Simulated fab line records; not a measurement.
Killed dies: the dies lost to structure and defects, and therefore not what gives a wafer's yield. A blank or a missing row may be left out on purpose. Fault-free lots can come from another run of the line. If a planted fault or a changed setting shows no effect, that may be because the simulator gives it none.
Comparing a struck lot with a sound one / flow berkeley_cmos170 / 14 steps out of a route of 331
Sound: wafers L718.3, L718.4, L718.6. Wafers struck: L726.1, L726.3, L726.5. The cause comes at the end.
Per side, at each step with rows, come the tool, then ch with its chambers, and then its first start. Under that, the readings that differ: sound wafers / struck wafers / difference of the means / sigmas: that difference in standard deviations of wafers without a fault.
alike: words and numbers the same on both sides, and readings whose means are apart by under 2 such deviations; not compared: readings that were withheld, readings missing a value for some wafer, numbers with overlapping values and no deviation given by the record, and bounds like >300 which may hide the same value.
Wherever a step has rows on one side only, a row that says differs or no value, or a row with sigmas, the two part there. Non-overlapping numbers with no deviation appear without sigmas and do not part them. Lack of a reading on every wafer of one side parts them only where that side has two or more wafers.

UCB170_M1_SPUTTER_00: material Al, target thk 600 nm, time 80 s.
  sound on pvd_sputter-04 at day 10 19:16; struck on pvd_sputter-02 at day 12 15:23
  alike: throttle_valve_pct
UCB170_M1_RS_MEAS_01: the measuring method here is four-point-probe.
  sound on film_metro-02 at day 10 19:22; struck on film_metro-02 at day 12 15:26
  alike: M1_AL_RS
UCB170_M1_THK_MEAS_02: measures by xrf.
  sound on film_metro-02 at day 10 19:28; struck on film_metro-02 at day 12 15:34
  alike: M1_AL_THK
then, 6 steps without rows for these wafers: UCB170_M1_COAT_03; UCB170_M1_COAT_04 (resist thk 900 nm); UCB170_M1_SOFTBAKE_05 (time 60 s); UCB170_M1_EXPOSE_06 (exposes mask METAL1, target cd 700 nm); UCB170_M1_PEB_07; UCB170_M1_DEVELOP_08 (develop time 45 s).
UCB170_M1_CD_MEAS_09: the cd target is 700 nm.
  sound on cd_sem-02 at day 10 21:02; struck on cd_sem-01 at day 12 16:50
  alike: cd_nm
UCB170_M1_OVL_MEAS_10:
  sound on overlay-02 at day 10 21:08; struck on overlay-01 at day 12 16:57
  alike: M1_OVL
UCB170_M1_ETCH_11: etches BARC in N2/H2.
  sound on rie_diel-04 ch 0,2,3, day 10 21:09; struck on rie_diel-01 ch 0,1,2, day 12 16:59
  alike: drypump_motor_current_A, oes_product_au, throttle_valve_pct
UCB170_M1_METAL_ETCH_12: etches Al in Cl2/BCl3, stops on PSG, target depth 780 nm, time 130 s.
  sound on rie_metal-01 ch 0,1, day 10 21:14; struck on rie_metal-03 ch 0,1, day 12 17:02
reading=drypump_motor_current_A (A); sound=5.0 5.8 5.0; struck=6.0 6.0 5.8; difference=+0.7; sigmas=+2
reading=oes_product_au (a.u.); sound=0.845 0.831 0.862; struck=0.804 0.800 0.820; difference=-0.038; sigmas=-3
reading=run_length_s (s); sound=158.4 158.3 158.4; struck=171.4 171.1 170.6; difference=+12.7; sigmas=+21
reading=throttle_valve_pct (%); sound=24.14 24.15 24.15; struck=24.67 24.66 24.70; difference=+0.53; sigmas=+2
reading=model.KrF_of_M1_COAT_04.thk_nm (nm); sound=424 430 423.4; struck=409.2 405.2 406.8; difference=-18.7; sigmas=
  not compared: rf_hours_counter_h
UCB170_M1_STRIP_13: strips in O2.
  sound on plasma_asher-01 ch 0,1, day 10 21:22; struck on plasma_asher-03 ch 0,1, day 12 17:10
  alike: drypump_motor_current_A, oes_product_au
  not compared: rf_hours_counter_h

WHERE THEY PART
Only at UCB170_M1_METAL_ETCH_12, within this record. Later steps at which nothing parts them and some readings are alike: UCB170_M1_STRIP_13.

WHY: what had been put in by the simulator
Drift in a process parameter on rie_metal-03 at UCB170_M1_METAL_ETCH_12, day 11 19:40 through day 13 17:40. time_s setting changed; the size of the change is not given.
